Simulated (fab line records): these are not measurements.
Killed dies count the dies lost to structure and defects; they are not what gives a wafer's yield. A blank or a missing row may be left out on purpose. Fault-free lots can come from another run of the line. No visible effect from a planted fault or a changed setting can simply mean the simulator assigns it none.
Matching of chambers	flow ritCmos	RIT_GATE_ETCH_19 on rieSi-02 has 4 sister chambers
The step etches poly-Si in SF6/CHF3/O2, stops on SiO2, time 165 s, target depth 312.5 nm. 16 wafers are shown with their chamber, then 7 later ones without.

== WAFERS, EACH WITH ITS CHAMBER ==
wafer	chamber	throttleValvePct (%)	drypumpMotorCurrentA (A)	rfFwdPowerW (W)
L813.2	2	10.10	6.3	159.0
L813.4	3	10.45	6.1	159.5
L813.6	0	10.49	6.0	158.7
L815.3	2	10.06	6.3	159.2
L815.5	2	10.08	6.2	159.5
L815.6	0	10.48	5.9	158.7
L817.2	1	10.35	5.8	159.2
L817.3	2	10.10	6.2	158.5
L817.5	1	10.32	5.8	158.9
L819.2	1	10.34	5.8	158.8
L819.4	1	10.33	5.8	158.5
L819.6	0	10.48	6.0	158.4
L821.1	2	10.08	6.3	159.8
L821.5	2	10.09	6.2	160.0
L821.6	1	10.34	5.8	159.2
L823.1	3	10.45	6.1	159.4

SIGNATURES (means of the wafers above)
reading	chamber 0	chamber 1	chamber 2	chamber 3	scatter within a chamber
throttleValvePct	10.4833	10.3360	10.0850	10.4500	0.012
drypumpMotorCurrentA	5.967	5.800	6.250	6.100	0.0425
rfFwdPowerW	158.600	158.920	159.333	159.450	0.401
Rule: a wafer's distance from a chamber is the root of the sum, over the readings, of the square of ((its reading less the chamber's mean) divided by the reading's scatter). The wafer belongs to the nearest chamber; if the next one is less than 2 further off, it can't be placed. How the scatter is found: for the shown wafers, subtract from each reading the mean of its chamber, square and add these, divide the total by (wafers less chambers), then take the root.

== WAFERS WITHOUT THEIR CHAMBER ==
wafer	throttleValvePct (%)	drypumpMotorCurrentA (A)	rfFwdPowerW (W)
L823.2	10.34	5.8	159.1
L823.6	10.51	6.0	157.9
L827.1	10.09	6.2	159.2
L827.3	10.33	5.8	159.5
L829.1	10.44	6.1	159.7
L829.2	10.09	6.2	159.4
L829.5	10.43	6.1	159.7

== WHICH CHAMBER EACH WENT THROUGH ==
wafer	from the rows above	in truth
L823.2	1	1
L823.6	0	0
L827.1	2	2
L827.3	1	1
L829.1	3	3
L829.2	2	2
L829.5	3	3
Correctly placed: 7 of 7. Left unplaced by these rows: 0. Number placed wrongly: 0.
